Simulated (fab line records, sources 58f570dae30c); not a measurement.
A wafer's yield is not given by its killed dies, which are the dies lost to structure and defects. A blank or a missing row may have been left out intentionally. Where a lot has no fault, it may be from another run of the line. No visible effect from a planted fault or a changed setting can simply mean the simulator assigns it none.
Struck lot and sound lot, side by side :: flow berkeley_cmos170 :: 26 steps out of a route of 331
Sound: these wafers, L429.1, L429.2, L429.4. Wafers L445.1, L445.3, L445.6 were the ones struck. At the end, the cause is stated.
Per side, at each step with rows, come the tool, then ch with its chambers, and then its first start. Under that, the readings that differ: sound wafers :: struck wafers :: difference of the means :: sigmas: that difference in standard deviations of wafers without a fault.
alike: readings with means less than 2 such deviations apart, plus words and numbers identical on both sides. not compared: withheld readings, readings lacking a value on some wafer, bounds such as >300 that could conceal the same value, and numbers that have no deviation in the record and whose values overlap.
Wherever a step has rows on one side only, a row that says differs or no value, or a row with sigmas, the two part there. Numbers that don't overlap but have no deviation are shown without sigmas and don't part them. Lack of a reading on every wafer of one side parts them only where that side has two or more wafers.

first, 3 steps without rows for these wafers: UCB170_M1_EXPOSE_06 (exposes mask METAL1, target cd 700 nm); UCB170_M1_PEB_07; UCB170_M1_DEVELOP_08 (develop time 45 s).
UCB170_M1_CD_MEAS_09: target cd 700 nm.
  sound on cd_sem-01 at day 8 04:32; struck on cd_sem-02 at day 11 13:08
  alike: cd_nm
UCB170_M1_OVL_MEAS_10:
  sound on overlay-02 at day 8 04:40; struck on overlay-01 at day 11 13:16
  alike: M1_OVL
UCB170_M1_ETCH_11: etches BARC in N2/H2.
  sound on rie_diel-04 ch 0,1,2, day 8 04:41; struck on rie_diel-04 ch 0,1,2, day 11 13:18
  alike: drypump_motor_current_A, oes_product_au, rf_fwd_power_W, throttle_valve_pct
UCB170_M1_METAL_ETCH_12: etches Al in Cl2/BCl3, stops on PSG, target depth 780 nm, time 130 s.
  sound on rie_metal-02 ch 0,1, day 8 04:44; struck on rie_metal-03 ch 0,1, day 11 13:20
  alike: drypump_motor_current_A, mfc_cl2_sccm, oes_product_au, rf_fwd_power_W, throttle_valve_pct
  not compared: rf_hours_counter_h
UCB170_M1_STRIP_13: strips in O2.
  sound on plasma_asher-04 ch 0,1, day 8 04:52; struck on plasma_asher-01 ch 0,1, day 11 13:28
  alike: drypump_motor_current_A, oes_product_au
  not compared: rf_hours_counter_h
UCB170_M1_CD_MEAS_90: target cd 700 nm.
  sound on cd_sem-02 at day 8 04:58; struck on cd_sem-01 at day 11 13:34
  alike: cd_nm
then, 1 step without rows for these wafers: UCB170_M1_ANNEAL_14 (time 1200 s).
UCB170_V1_CVD_00: deposits SiO2 from TEOS/O2, target thk 2000 nm, time 250 s.
  sound on pecvd-03 ch 0,2, day 8 09:01; struck on pecvd-01 ch 1,2, day 11 17:24
  alike: heater_power_w, rf_fwd_power_W
UCB170_V1_THK_MEAS_01:
  sound on film_metro-04 at day 8 09:16; struck on film_metro-02 at day 11 17:33
  alike: V1_TEOS_THK
UCB170_V1_CMP_02: polishes SiO2.
  sound on cmp-01 ch 0,1,3, day 8 09:32; struck on cmp-02 ch 0,1,2, day 11 18:01
reading: model.SiO2_of_V1_CVD_00.thk_nm (nm)
sound: 1000 1000 1000
struck: 1248 1249 1248
difference: +248
sigmas: 
  alike: motor_current_A
UCB170_V1_BOW_MEAS_03:
  sound on film_metro-02 at day 8 09:50; struck on film_metro-02 at day 11 18:13
  alike: V1_BOW
UCB170_V1_THK_MEAS_04:
  sound on film_metro-02 at day 8 09:58; struck on film_metro-02 at day 11 18:20
reading: V1_POLISHED_THK (nm)
sound: 999.5 1000.4 1000.5
struck: 1248.7 1248.8 1247.9
difference: +248.3
sigmas: +99 or more
then, 7 steps without rows for these wafers: UCB170_V1_CLEAN_05 (cleans in DIW); UCB170_V1_HMDS_06 (prime time 60 s); UCB170_V1_COAT_07 (resist thk 900 nm); UCB170_V1_SOFTBAKE_08 (time 60 s); UCB170_V1_EXPOSE_09 (exposes mask VIA1, target cd 700 nm); UCB170_V1_PEB_10; UCB170_V1_DEVELOP_11 (develop time 45 s).
UCB170_V1_CD_MEAS_12: target cd 700 nm.
  sound on cd_sem-01 at day 8 11:23; struck on cd_sem-02 at day 11 23:16
  alike: cd_nm
UCB170_V1_OVL_MEAS_13:
  sound on overlay-02 at day 8 11:31; struck on overlay-01 at day 11 23:23
  alike: V1_OVL
UCB170_V1_ETCH_14: etches SiO2 in CHF3/CF4/Ar, stops on Al, target depth 1250 nm, time 291 s.
  sound on rie_diel-01 ch 1,2,3, day 8 11:32; struck on rie_diel-03 ch 1,2, day 11 23:25
reading: oes_product_au (a.u.)
sound: 0.880 0.873 0.866
struck: 0.971 0.964 0.974
difference: +0.097
sigmas: +10

reading: model.etch.depth_nm (nm)
sound: 1000 1000 1000
struck: 1228 1238 1239
difference: +235
sigmas: 

reading: model.V1.feature_depth_nm (nm)
sound: 1000 1000 1000
struck: 1228 1238 1239
difference: +235
sigmas: 
  alike: drypump_motor_current_A, rf_fwd_power_W, throttle_valve_pct
  not compared: rf_hours_counter_h
UCB170_V1_STRIP_15: strips in O2.
  sound on plasma_asher-02 ch 0,1, day 8 11:43; struck on plasma_asher-02 ch 0,1, day 11 23:36
  alike: drypump_motor_current_A, oes_product_au, strip_time_to_endpoint_s
  not compared: rf_hours_counter_h

== WHERE THEY PART ==
At UCB170_V1_THK_MEAS_04 first; at UCB170_V1_ETCH_14 last (within this record only). Later steps at which nothing parts them and some readings are alike: UCB170_V1_STRIP_15.

WHY: what had been put in by the simulator
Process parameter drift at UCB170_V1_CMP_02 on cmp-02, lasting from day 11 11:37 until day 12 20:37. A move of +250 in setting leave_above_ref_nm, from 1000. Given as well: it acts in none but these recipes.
